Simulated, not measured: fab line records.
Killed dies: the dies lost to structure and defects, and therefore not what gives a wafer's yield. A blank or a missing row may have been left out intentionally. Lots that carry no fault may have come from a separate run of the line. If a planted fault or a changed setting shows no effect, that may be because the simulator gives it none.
Which of the tools did it? ; flow berkeleyCmos170 ; 39 wafers from 13 lots sampled at 6 of the route's 331 steps

== WHAT EACH GAUGE READ, for each wafer ==
UCB170_PWELL_OVL_MEAS_13.
lot;measured;on;PWELL_OVL (nm)
L350;day 2 20:57;overlay-02;5 4 4
L351;day 3 06:46;overlay-01;5 6 3
L352;day 3 15:06;overlay-01;-3 3 1
L357;day 4 13:44;overlay-02;- - -
L365;day 5 21:29;overlay-02;-1 -1 3
L366;day 6 06:43;overlay-01;-5 -9 -13
L367;day 6 10:00;overlay-01;2 4 4
L368;day 6 19:11;overlay-02;-8 -1 4
L369;day 6 23:47;overlay-01;-7 -6 -2
L370;day 6 23:50;overlay-02;1 1 1
L371;day 7 06:46;overlay-02;-16 -4 -14
L372;day 7 08:40;overlay-01;2 2 1
L373;day 7 13:07;overlay-01;-14 -4 -9

UCB170_PWELL_TW_MEAS_17.
lot;measured;on;PWELL_TW
L350;day 2 21:20;filmMetro-02;382 381 382
L351;day 3 07:09;filmMetro-01;373 374 373
L352;day 3 15:29;filmMetro-04;381 381 382
L357;day 4 14:08;filmMetro-01;29 29 29
L365;day 5 21:53;filmMetro-02;381 378 380
L366;day 6 07:07;filmMetro-04;381 379 381
L367;day 6 10:24;filmMetro-02;380 377 380
L368;day 6 19:34;filmMetro-01;370 372 373
L369;day 7 00:11;filmMetro-01;372 371 371
L370;day 7 00:13;filmMetro-04;381 379 380
L371;day 7 07:10;filmMetro-02;380 380 380
L372;day 7 09:04;filmMetro-01;373 373 375
L373;day 7 13:30;filmMetro-04;380 380 381

UCB170_ACTIVE_THK_MEAS_03.
lot;measured;on;ACTIVE_OXIDE_THK (nm)
L350;day 3 17:48;filmMetro-04;26.7 27.0 27.2
L351;day 4 02:29;filmMetro-04;26.6 26.8 26.8
L352;day 4 15:49;filmMetro-03;26.6 26.7 26.3
L365;day 6 17:54;filmMetro-03;26.8 27.2 26.5
L366;day 7 04:06;filmMetro-04;26.9 26.2 26.6
L367;day 7 04:08;filmMetro-02;25.9 26.4 26.5
L368;day 7 14:06;filmMetro-02;26.9 27.2 27.1
L369;day 7 22:05;filmMetro-02;26.0 26.1 26.1
L370;day 7 22:06;filmMetro-03;26.1 26.5 26.5
L371;day 8 02:27;filmMetro-02;25.4 25.6 25.6
L372;day 8 07:26;filmMetro-02;25.4 25.3 25.5
L373;day 8 07:25;filmMetro-04;25.4 26.0 25.7

UCB170_ACTIVE_CD_MEAS_13: target cd 1200 nm.
lot;measured;on;cdNm (nm)
L350;day 4 00:51;cdSem-01;1198.8 1199.8 1198.6
L351;day 4 11:13;cdSem-02;1197.5 1197.5 1197.9
L352;day 4 22:13;cdSem-02;1198.5 1198.0 1199.6
L365;day 7 02:15;cdSem-01;1202.0 1203.5 1203.2
L366;day 7 09:37;cdSem-02;1198.6 1198.2 1198.9
L367;day 7 09:52;cdSem-01;1200.0 1199.1 1200.3
L368;day 7 21:53;cdSem-01;1198.8 1199.6 1198.4
L369;day 8 06:47;cdSem-01;1199.4 1200.3 1198.9
L370;day 8 06:51;cdSem-02;1199.7 1199.6 1199.4
L371;day 8 11:57;cdSem-02;1199.4 1199.0 1199.0
L372;day 8 16:10;cdSem-02;1200.7 1201.1 1201.1
L373;day 8 15:59;cdSem-01;1199.1 1200.3 1200.0

== WHICH TOOL RAN EACH LOT (tool, then ch and the chambers of the sampled wafers, then the start) ==
lot;UCB170_PWELL_EXPOSE_10;UCB170_PWELL_STRIP_16
L350;krfScanner-01 ch 0, day 2 20:24;plasmaAsher-03 ch 0, day 2 21:14
L351;krfScanner-02 ch 0, day 3 06:20;plasmaAsher-02 ch 0,1, day 3 07:03
L352;krfScanner-01 ch 0, day 3 14:41;plasmaAsher-02 ch 0,1, day 3 15:24
L357;krfScanner-02 ch 0, day 4 13:11;plasmaAsher-02 ch 1, day 4 14:01
L365;krfScanner-01 ch 0, day 5 20:55;plasmaAsher-03 ch 0,1, day 5 21:46
L366;krfScanner-02 ch 0, day 6 05:43;plasmaAsher-04 ch 0,1, day 6 07:01
L367;krfScanner-01 ch 0, day 6 09:38;plasmaAsher-04 ch 0,1, day 6 10:19
L368;krfScanner-01 ch 0, day 6 18:49;plasmaAsher-04 ch 0,1, day 6 19:29
L369;krfScanner-02 ch 0, day 6 23:11;plasmaAsher-03 ch 0, day 7 00:05
L370;krfScanner-01 ch 0, day 6 23:27;plasmaAsher-02 ch 0,1, day 7 00:07
L371;krfScanner-01 ch 0, day 7 06:01;plasmaAsher-02 ch 0,1, day 7 07:03
L372;krfScanner-01 ch 0, day 7 08:13;plasmaAsher-04 ch 0,1, day 7 08:59
L373;krfScanner-02 ch 0, day 7 12:35;plasmaAsher-02 ch 0,1, day 7 13:24
- UCB170_PWELL_EXPOSE_10: exposes mask PWELL, target cd 3000 nm.
- UCB170_PWELL_STRIP_16: strips in O2.

== AS READ BY THE TOOLS THEMSELVES (means over the sampled wafers that have a number; for cases with no such wafer, the mark the record gives instead) ==
UCB170_PWELL_STRIP_16.
lot;tool;drypumpMotorCurrentA (A);oesProductAu (a.u.);stripTimeToEndpointS (s)
L350;plasmaAsher-03;6.3;0.722;18.11
L351;plasmaAsher-02;5.4;0.721;18.06
L352;plasmaAsher-02;5.9;0.724;18.13
L357;plasmaAsher-02;4.9;0.722;18.17
L365;plasmaAsher-03;5.5;0.720;18.05
L366;plasmaAsher-04;5.6;0.723;17.93
L367;plasmaAsher-04;5.6;0.723;18.22
L368;plasmaAsher-04;5.6;0.720;17.88
L369;plasmaAsher-03;6.3;0.719;18.11
L370;plasmaAsher-02;5.4;0.720;18.08
L371;plasmaAsher-02;5.5;0.719;18.04
L372;plasmaAsher-04;5.6;0.721;17.97
L373;plasmaAsher-02;5.9;0.720;17.93

== THE ANSWER, worked out from the rows above alone ==
Rule: what is usual is taken from the lots themselves. Put in order of their means at a reading, lots are off if they are a third of the lots or fewer, leave a main group of 4 or more, and stand apart from it by a gap of 3 or more times the standard deviation of the main group's means; of several such gaps the widest counts. Not used: any main group whose means are identical at the precision the tables above print for the reading. A lot without any number at a reading at which 4 lots or more have one is off too. The other lots that the step has rows for count as sound. After the gauges, taken in route order, come the tools' own readings; for these a lot's mean is taken, as printed above. The first step at which some lot is off is used, and at that step the reading that is off furthest; a lot without a number counts as furthest.
Off: L357, seen at UCB170_PWELL_OVL_MEAS_13 (PWELL_OVL). Without a number there: L357. Main group: mean -2 nm, sd 5.3.
A tool fits if, at a process step before that reading, it ran every lot that is off, and no sound lot after the first of them. Not tried: the gauges at UCB170_PWELL_OVL_MEAS_13; whatever is off there is also off at UCB170_PWELL_TW_MEAS_17, on other tools, and gauge error can't account for it. Of those tried, none fits.

== WHAT THE SIMULATOR HAD PUT IN ==
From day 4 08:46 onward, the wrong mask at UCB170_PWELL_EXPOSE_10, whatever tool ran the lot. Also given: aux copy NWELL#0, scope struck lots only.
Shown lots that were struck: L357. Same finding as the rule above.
